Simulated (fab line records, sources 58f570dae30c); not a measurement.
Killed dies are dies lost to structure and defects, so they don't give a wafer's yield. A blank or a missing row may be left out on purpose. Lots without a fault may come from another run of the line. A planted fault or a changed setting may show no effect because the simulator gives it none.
A struck lot beside a sound one | flow berkeley_cmos170 | 43 steps out of a route of 331
Sound: wafers L462.1, L462.3, L462.4. Struck: wafer L473.3. (L473.2, L473.6 of the same lot were not struck and are left out.) The cause comes at the end.
At each step with rows: each side's tool, then ch and its chambers, then its first start. Under that, the readings that differ: sound wafers | struck wafers | difference of the means | sigmas: that difference in standard deviations of wafers without a fault.
alike: readings whose means differ by less than 2 such deviations, and words and numbers that are the same on both sides. not compared: withheld readings, readings that some wafer has no value for, bounds like >300 that may hide the same value, and numbers for which the record gives no deviation and whose values overlap.
The two part at a step that has a row with sigmas, a row that says differs or no value, or rows on one side only. Numbers that don't overlap but have no deviation are shown without sigmas and don't part them. A reading that every wafer of one side lacks parts them only if that side has two wafers or more.

first, 5 steps without rows for these wafers: UCB170_NLDD_COAT_01 (resist thk 900 nm); UCB170_NLDD_SOFTBAKE_02 (time 60 s); UCB170_NLDD_EXPOSE_03 (exposes mask NSELECT, target cd 1200 nm); UCB170_NLDD_PEB_04; UCB170_NLDD_DEVELOP_05 (develop time 45 s).
UCB170_NLDD_CD_MEAS_06: target cd 1200 nm.
  sound on cd_sem-01, day 7 23:29; struck on cd_sem-01, day 10 09:50
  alike: cd_nm
UCB170_NLDD_OVL_MEAS_07:
  sound on overlay-02, day 7 23:36; struck on overlay-01, day 10 09:57
  reading       | sound | struck | difference | sigmas
  NLDD_OVL (nm) | 5 3 4 | -11    | -15        | -3
then, 2 steps without rows for these wafers: UCB170_NLDD_IMPLANT_08; UCB170_NLDD_IMPLANT_09.
UCB170_NLDD_STRIP_10: strips in O2.
  sound on plasma_asher-04 ch 0,1, day 7 23:56; struck on plasma_asher-02 ch 1, day 10 10:17
  reading               | sound             | struck | difference | sigmas
  oes_product_au (a.u.) | 0.726 0.733 0.734 | 0.741  | +0.010     | +2
  alike: drypump_motor_current_A, strip_time_to_endpoint_s
  not compared: rf_hours_counter_h
UCB170_NLDD_TW_MEAS_11:
  sound on film_metro-01, day 8 00:02; struck on film_metro-01, day 10 10:23
  alike: NLDD_TW
then, 1 step without rows for these wafers: UCB170_NLDD_CLEAN_12 (cleans in SPM, time 600 s).
UCB170_SPACER_CVD_00: deposits SiO2 from TEOS/O2, target thk 376 nm, time 47 s.
  sound on pecvd-03 ch 0,2, day 8 00:25; struck on pecvd-03 ch 1, day 10 10:43
  alike: heater_power_w
UCB170_SPACER_THK_MEAS_01:
  sound on film_metro-02, day 8 00:27; struck on film_metro-02, day 10 10:47
  alike: SPACER_TEOS_THK
then, 1 step without rows for these wafers: UCB170_SPACER_ANNEAL_02 (time 1800 s).
UCB170_SPACER_ETCHBACK_03: etches SiO2 in CHF3/CF4/Ar, stops on Si, target depth 376 nm, time 100 s.
  sound on rie_diel-03 ch 0,1,2, day 8 08:46; struck on rie_diel-04 ch 0, day 10 17:40
  alike: drypump_motor_current_A, oes_product_au, throttle_valve_pct
  not compared: rf_hours_counter_h
then, 6 steps without rows for these wafers: UCB170_PSD_HMDS_00 (prime time 60 s); UCB170_PSD_COAT_01 (resist thk 900 nm); UCB170_PSD_SOFTBAKE_02 (time 60 s); UCB170_PSD_EXPOSE_03 (exposes mask PSELECT MOD, target cd 1200 nm); UCB170_PSD_PEB_04; UCB170_PSD_DEVELOP_05 (develop time 45 s).
UCB170_PSD_CD_MEAS_06: target cd 1200 nm.
  sound on cd_sem-02, day 8 10:08; struck on cd_sem-01, day 10 18:59
  alike: cd_nm
UCB170_PSD_OVL_MEAS_07:
  sound on overlay-02, day 8 10:15; struck on overlay-02, day 10 19:05
  alike: PSD_OVL
then, 1 step without rows for these wafers: UCB170_PSD_IMPLANT_08.
UCB170_PSD_STRIP_09: strips in O2.
  sound on plasma_asher-01 ch 0,1, day 8 10:26; struck on plasma_asher-03 ch 0, day 10 19:16
  reading                     | sound       | struck | difference | sigmas
  drypump_motor_current_A (A) | 6.5 6.5 5.7 | 5.1    | -1.1       | -2
  alike: oes_product_au, strip_time_to_endpoint_s
  not compared: rf_hours_counter_h
UCB170_PSD_TW_MEAS_10:
  sound on film_metro-03, day 8 10:32; struck on film_metro-01, day 10 19:23
  alike: PSD_TW
then, 7 steps without rows for these wafers: UCB170_PSD_CLEAN_11 (cleans in SPM, time 600 s); UCB170_NSD_HMDS_00 (prime time 60 s); UCB170_NSD_COAT_01 (resist thk 900 nm); UCB170_NSD_SOFTBAKE_02 (time 60 s); UCB170_NSD_EXPOSE_03 (exposes mask NSELECT MOD, target cd 1200 nm); UCB170_NSD_PEB_04; UCB170_NSD_DEVELOP_05 (develop time 45 s).
UCB170_NSD_CD_MEAS_06: target cd 1200 nm.
  sound on cd_sem-01, day 8 12:15; struck on cd_sem-01, day 10 20:59
  alike: cd_nm
UCB170_NSD_OVL_MEAS_07:
  sound on overlay-01, day 8 12:22; struck on overlay-02, day 10 21:05
  alike: NSD_OVL
then, 1 step without rows for these wafers: UCB170_NSD_IMPLANT_08.
UCB170_NSD_STRIP_09: strips in O2.
  sound on plasma_asher-03 ch 0,1, day 8 12:34; struck on plasma_asher-03 ch 0, day 10 21:16
  alike: drypump_motor_current_A, oes_product_au, strip_time_to_endpoint_s
  not compared: rf_hours_counter_h
UCB170_NSD_TW_MEAS_10:
  sound on film_metro-04, day 8 12:40; struck on film_metro-01, day 10 21:23
  reading | sound          | struck | difference | sigmas
  NSD_TW  | 4253 4247 4250 | 4143   | -107       | -2
then, 3 steps without rows for these wafers: UCB170_NSD_CLEAN_11 (cleans in SPM, time 600 s); UCB170_BACKSIDE_HMDS_00 (prime time 60 s); UCB170_BACKSIDE_COAT_01 (resist thk 900 nm).
UCB170_M3_PROBE_99:
  the record has rows for the struck wafers here (prober-02, day 12 00:15) and none for the sound ones

WHERE THEY PART
First at UCB170_NLDD_OVL_MEAS_07; last, within this record, at UCB170_M3_PROBE_99.

WHY: what the simulator had put in
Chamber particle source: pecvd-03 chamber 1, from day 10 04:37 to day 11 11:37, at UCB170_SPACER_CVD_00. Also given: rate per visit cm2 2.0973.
